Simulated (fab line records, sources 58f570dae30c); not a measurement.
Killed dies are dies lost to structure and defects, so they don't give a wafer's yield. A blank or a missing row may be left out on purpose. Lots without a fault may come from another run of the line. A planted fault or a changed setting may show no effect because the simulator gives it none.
Which tool did it? | flow berkeley_cmos170 | 12 lots, 36 wafers sampled, at 5 steps of a route of 331

WHAT THE GAUGES READ, wafer by wafer
UCB170_GATE_OVL_MEAS_13.
lot  | measured     | on         | GATE_OVL (nm)
L626 | day 7 12:10  | overlay-01 | 7 1 6
L628 | day 7 23:20  | overlay-02 | 10 12 8
L627 | day 7 23:35  | overlay-02 | 17 9 13
L631 | day 8 08:05  | overlay-01 | 6 8 7
L630 | day 8 08:30  | overlay-02 | 6 2 9
L629 | day 8 08:32  | overlay-01 | 5 6 11
L635 | day 9 07:43  | overlay-02 | -4 0 1
L632 | day 9 09:05  | overlay-02 | 9 3 3
L638 | day 10 00:41 | overlay-01 | 5 -1 5
L641 | day 10 12:02 | overlay-02 | 3 0 2
L646 | day 11 02:53 | overlay-01 | 4 7 11
L647 | day 11 15:49 | overlay-02 | 5 6 14

UCB170_SDANNEAL_RS_MEAS_03: measures by four-point-probe.
lot  | measured     | on            | NSD_RS (ohm/sq)
L626 | day 8 13:24  | film_metro-01 | 37.21 37.17 37.19
L628 | day 8 17:05  | film_metro-02 | 37.23 37.21 37.21
L627 | day 8 17:38  | film_metro-01 | 37.29 37.29 37.34
L631 | day 9 03:51  | film_metro-02 | 37.28 37.17 37.24
L630 | day 9 04:22  | film_metro-03 | 37.32 37.48 37.25
L629 | day 9 04:30  | film_metro-02 | 37.24 37.29 37.21
L635 | day 10 01:35 | film_metro-01 | 37.34 37.27 37.22
L632 | day 10 02:25 | film_metro-03 | 37.36 37.31 37.30
L638 | day 10 18:34 | film_metro-03 | 37.24 37.45 37.22
L641 | day 11 07:59 | film_metro-01 | 37.36 37.26 37.49
L646 | day 11 19:17 | film_metro-01 | 37.32 37.34 37.37
L647 | day 12 09:44 | film_metro-01 | 37.29 37.28 37.34

UCB170_V1_CD_MEAS_12: target cd 700 nm.
lot  | measured     | on        | cd_nm (nm)
L626 | day 9 00:44  | cd_sem-01 | 699.3 700.6 700.0
L628 | day 9 03:21  | cd_sem-01 | 698.9 696.0 697.3
L627 | day 9 04:35  | cd_sem-01 | 701.1 700.2 699.5
L631 | day 9 18:17  | cd_sem-02 | 700.6 702.3 702.8
L630 | day 9 19:11  | cd_sem-02 | 701.1 700.5 702.3
L629 | day 9 20:36  | cd_sem-01 | 698.6 699.7 698.4
L635 | day 10 16:31 | cd_sem-01 | 700.8 701.6 702.0
L632 | day 11 00:43 | cd_sem-01 | 700.3 700.6 699.5
L638 | day 11 10:18 | cd_sem-02 | 707.1 719.5 708.9
L641 | day 11 19:50 | cd_sem-01 | 700.3 700.2 699.3
L646 | day 12 08:46 | cd_sem-01 | 699.1 700.1 700.7
L647 | day 12 22:50 | cd_sem-02 | 699.3 699.7 699.6

WHICH TOOL RAN EACH LOT (tool, then ch and the chambers of the sampled wafers, then the start)
lot  | UCB170_PLDD_STRIP_10                 | UCB170_V1_EXPOSE_09
L626 | plasma_asher-02 ch 0,1, day 7 16:10  | krf_scanner-02 ch 0, day 9 00:14
L628 | plasma_asher-02 ch 0,1, day 8 02:06  | krf_scanner-01 ch 0, day 9 02:49
L627 | plasma_asher-01 ch 0,1, day 8 02:56  | krf_scanner-02 ch 0, day 9 04:12
L631 | plasma_asher-04 ch 0,1, day 8 11:22  | krf_scanner-02 ch 0, day 9 17:34
L630 | plasma_asher-04 ch 0,1, day 8 11:58  | krf_scanner-02 ch 0, day 9 18:47
L629 | plasma_asher-01 ch 0,1, day 8 12:47  | krf_scanner-01 ch 0, day 9 19:56
L635 | plasma_asher-01 ch 0,1, day 9 11:01  | krf_scanner-01 ch 0, day 10 15:15
L632 | plasma_asher-01 ch 0,1, day 9 13:05  | krf_scanner-02 ch 0, day 10 23:34
L638 | plasma_asher-01 ch 0,1, day 10 03:28 | krf_scanner-01 ch 0, day 11 09:54
L641 | plasma_asher-02 ch 0, day 10 16:26   | krf_scanner-02 ch 0, day 11 19:27
L646 | plasma_asher-04 ch 0,1, day 11 06:28 | krf_scanner-02 ch 0, day 12 08:13
L647 | plasma_asher-04 ch 0,1, day 11 18:01 | krf_scanner-02 ch 0, day 12 22:14
- UCB170_PLDD_STRIP_10: strips in O2.
- UCB170_V1_EXPOSE_09: exposes mask VIA1, target cd 700 nm.

WHAT THE TOOLS THEMSELVES READ (means of the sampled wafers that have a number; where no wafer has one, the mark that the record gives instead)
UCB170_PLDD_STRIP_10.
lot  | tool            | chamber_pressure_mTorr (mTorr) | drypump_motor_current_A (A) | oes_product_au (a.u.) | strip_time_to_endpoint_s (s)
L626 | plasma_asher-02 | 3498                           | 6.3                         | 0.734                 | 21.74
L628 | plasma_asher-02 | 3498                           | 6.2                         | 0.735                 | 21.60
L627 | plasma_asher-01 | 3499                           | 5.9                         | 0.731                 | 21.64
L631 | plasma_asher-04 | 3500                           | 5.4                         | 0.732                 | 21.67
L630 | plasma_asher-04 | 3497                           | 5.3                         | 0.738                 | 21.73
L629 | plasma_asher-01 | 3500                           | 5.9                         | 0.739                 | 21.67
L635 | plasma_asher-01 | 3497                           | 6.2                         | 0.736                 | 21.71
L632 | plasma_asher-01 | 3502                           | 5.9                         | 0.734                 | 21.69
L638 | plasma_asher-01 | 3502                           | 5.9                         | 0.734                 | 21.62
L641 | plasma_asher-02 | 3501                           | 6.4                         | 0.732                 | 21.60
L646 | plasma_asher-04 | 3500                           | 5.4                         | 0.736                 | 21.64
L647 | plasma_asher-04 | 3499                           | 5.4                         | 0.737                 | 21.59

UCB170_V1_EXPOSE_09.
lot  | tool           | exposure_dose_mJ_cm2
L626 | krf_scanner-02 | 36.99
L628 | krf_scanner-01 | 37.02
L627 | krf_scanner-02 | 37.00
L631 | krf_scanner-02 | 36.95
L630 | krf_scanner-02 | 36.97
L629 | krf_scanner-01 | 36.94
L635 | krf_scanner-01 | 36.93
L632 | krf_scanner-02 | 36.95
L638 | krf_scanner-01 | 36.42
L641 | krf_scanner-02 | 36.97
L646 | krf_scanner-02 | 36.96
L647 | krf_scanner-02 | 37.00

THE ANSWER, worked out from the rows above alone
Rule: what is usual is taken from the lots themselves. Put in order of their means at a reading, lots are off if they are a third of the lots or fewer, leave a main group of 4 or more, and stand apart from it by a gap of 3 or more times the standard deviation of the main group's means; of several such gaps the widest counts. A main group whose means are all the same, to the digits that the tables above print for the reading, isn't used. A lot without any number at a reading at which 4 lots or more have one is off too. The other lots that the step has rows for count as sound. The gauges are gone through in route order, then the tools' own readings, and for those a lot's mean is taken as printed above. The first step at which some lot is off is used, and at that step the reading that is off furthest; a lot without a number counts as furthest.
Off: L638, at UCB170_V1_CD_MEAS_12 (cd_nm). The main group: mean 700.1 nm, standard deviation 1.2.
A tool fits if, at a process step before that reading, it ran every lot that is off, and no sound lot after the first of them. The gauges at UCB170_V1_CD_MEAS_12 aren't tried: what is off there is off at UCB170_V1_EXPOSE_09 too, on other tools, and a gauge's error can't cause that. Can't be told from this: 2 tools fit, plasma_asher-01 at UCB170_PLDD_STRIP_10, krf_scanner-01 at UCB170_V1_EXPOSE_09.

WHAT THE SIMULATOR HAD PUT IN
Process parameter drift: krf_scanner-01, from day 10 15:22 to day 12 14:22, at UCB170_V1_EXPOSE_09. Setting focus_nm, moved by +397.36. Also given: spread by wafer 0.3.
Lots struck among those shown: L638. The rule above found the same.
